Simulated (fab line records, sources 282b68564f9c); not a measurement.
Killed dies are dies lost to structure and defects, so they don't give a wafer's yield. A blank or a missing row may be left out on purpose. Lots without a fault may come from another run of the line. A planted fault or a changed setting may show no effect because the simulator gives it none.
Split-lot experiment | flow rit_cmos | 5 lots, 23 wafers read, on a route of 202 steps

THE SPLIT
At RIT_PLDD_COAT_01 (resist thk 1000 nm), the setting resist_thk_nm was moved away from the recipe's 1000 nm on 10 of the 23 wafers read, by -5.1% to +4.2%. The other wafers ran this setting at the recipe's value.

FROM THE SPLIT TO THE READING: what the file shows between them, 3 steps
- RIT_PLDD_SOFTBAKE_02: time 60 s
- RIT_PLDD_EXPOSE_03: exposes mask M8, target cd 40900 nm
- RIT_PLDD_DEVELOP_05: develop time 50 s

THE READING
NOVOLAK_of_PLDD_COAT_01.thk_nm (the simulator's own value, which no gauge read), in nm, at RIT_PLDD_HARDBAKE_07 (time 60 s). The file gives no usual value for it. The 13 wafers here that ran the recipe average 885.2 nm, standard deviation 1.7 nm.

wafer  | tool, chamber at the split | resist_thk_nm as run, nm | against the recipe | NOVOLAK_of_PLDD_COAT_01.thk_nm, nm | against lot-mates on the recipe
L077.1 | litho_track-03, 0          | 1000                     | recipe             | 885.4                              | -
L077.4 | litho_track-03, 0          | 1000                     | recipe             | 884.9                              | -
L077.6 | litho_track-03, 0          | 1000                     | recipe             | 882.2                              | -
L078.2 | litho_track-03, 0          | 1000                     | recipe             | 886.2                              | -
L078.3 | litho_track-03, 0          | 952.5                    | -4.7%              | 847.8                              | -38.5
L078.4 | litho_track-03, 0          | 952.5                    | -4.7%              | 847.9                              | -38.4
L078.5 | litho_track-03, 0          | 1000                     | recipe             | 887.6                              | -
L078.6 | litho_track-03, 0          | 1000                     | recipe             | 885                                | -
L080.2 | litho_track-02, 0          | 1000                     | recipe             | 882.8                              | -
L080.3 | litho_track-02, 0          | 1000                     | recipe             | 887.4                              | -
L080.4 | litho_track-02, 0          | 1042                     | +4.2%              | 925.2                              | +39.4
L080.5 | litho_track-02, 0          | 1000                     | recipe             | 887.3                              | -
L080.6 | litho_track-02, 0          | 1042                     | +4.2%              | 922.5                              | +36.7
L081.1 | litho_track-01, 0          | 984.1                    | -1.6%              | 871.8                              | -13.9
L081.2 | litho_track-01, 0          | 1000                     | recipe             | 885.8                              | -
L081.3 | litho_track-01, 0          | 984.1                    | -1.6%              | 873                                | -12.6
L081.4 | litho_track-01, 0          | 984.1                    | -1.6%              | 873.6                              | -12.0
L081.5 | litho_track-01, 0          | 1000                     | recipe             | 885.5                              | -
L083.1 | litho_track-03, 0          | 1000                     | recipe             | 884.1                              | -
L083.2 | litho_track-03, 0          | 948.5                    | -5.1%              | 840.5                              | -43.2
L083.3 | litho_track-03, 0          | 1000                     | recipe             | 883.2                              | -
L083.4 | litho_track-03, 0          | 948.5                    | -5.1%              | 838.7                              | -45.0
L083.5 | litho_track-03, 0          | 948.5                    | -5.1%              | 838.7                              | -45.0

THE FIT
A straight line over all 23 wafers: NOVOLAK_of_PLDD_COAT_01.thk_nm changes by +8.71 nm for each +1% of resist_thk_nm; r = +1.00; the points scatter about the line by 2 nm.
The same after taking each lot's own level away (the mean of its wafers on the recipe; 23 wafers): +8.6 nm for each +1%; r = +1.00; scatter 1.5 nm.
On that fit, the largest move of resist_thk_nm shifts the reading by 44 nm.
The lots' own levels span 883.65 to 886.27 nm, that is 1.6 times the standard deviation above.
So the lot-to-lot level changes the slope little: the two slopes agree.
Check: with one of the wafers moved furthest among these (-5.1%) left out of the fit, the line predicts -43.9 nm for it against its lot-mates. It came out at -43.2 nm against them.

OTHER SPLITS ON THESE WAFERS
These wafers also went through other splits before the reading. Each is held against what the fit with the lots' levels taken away leaves over:
other split on the same wafers      | wafers away from the commonest value | r with NOVOLAK_of_PLDD_COAT_01.thk_nm (lot level and that fit taken away)
RIT_ACTIVE_CVD_03 sih2cl2_flow_sccm | 18                                   | -0.03
RIT_NWELL_COAT_01 spin_rpm          | 9                                    | +0.08
RIT_NWELL_IMPLANT_08 dose_cm2       | 6                                    | -0.09
RIT_PWELL_SOFTBAKE_02 temp_c        | 12                                   | +0.14
RIT_PWELL_HARDBAKE_07 temp_c        | 6                                    | +0.02
RIT_PRETRO_HARDBAKE_07 temp_c       | 7                                    | +0.07
RIT_PRETRO_IMPLANT_08 dose_cm2      | 7                                    | -0.04
RIT_GATE_OXIDATION_05 ox_time_s     | 18                                   | -0.15
RIT_GATE_EXPOSE_13 dose_mj          | 7                                    | -0.10
RIT_GATE_STRIP_20 o2_flow_sccm      | 5                                    | +0.30

THE WHOLE CHAIN: every reading that the file lists as answering this split, in the file's order
step                 | what it does       | reading                                                                         | change (the file's fit)              | r (the file's)
RIT_PLDD_COAT_01     | resist thk 1000 nm | NOVOLAK_of_PLDD_COAT_01.thk_nm (the simulator's own value, which no gauge read) | +9.75 nm for each +1% of the setting | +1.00
RIT_PLDD_HARDBAKE_07 | time 60 s          | NOVOLAK_of_PLDD_COAT_01.thk_nm (the simulator's own value, which no gauge read) | +8.54 nm for each +1% of the setting | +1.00

THE FILE'S OWN FIT
NOVOLAK_of_PLDD_COAT_01.thk_nm changes by +8.54 nm for each +1% of resist_thk_nm, r = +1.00.
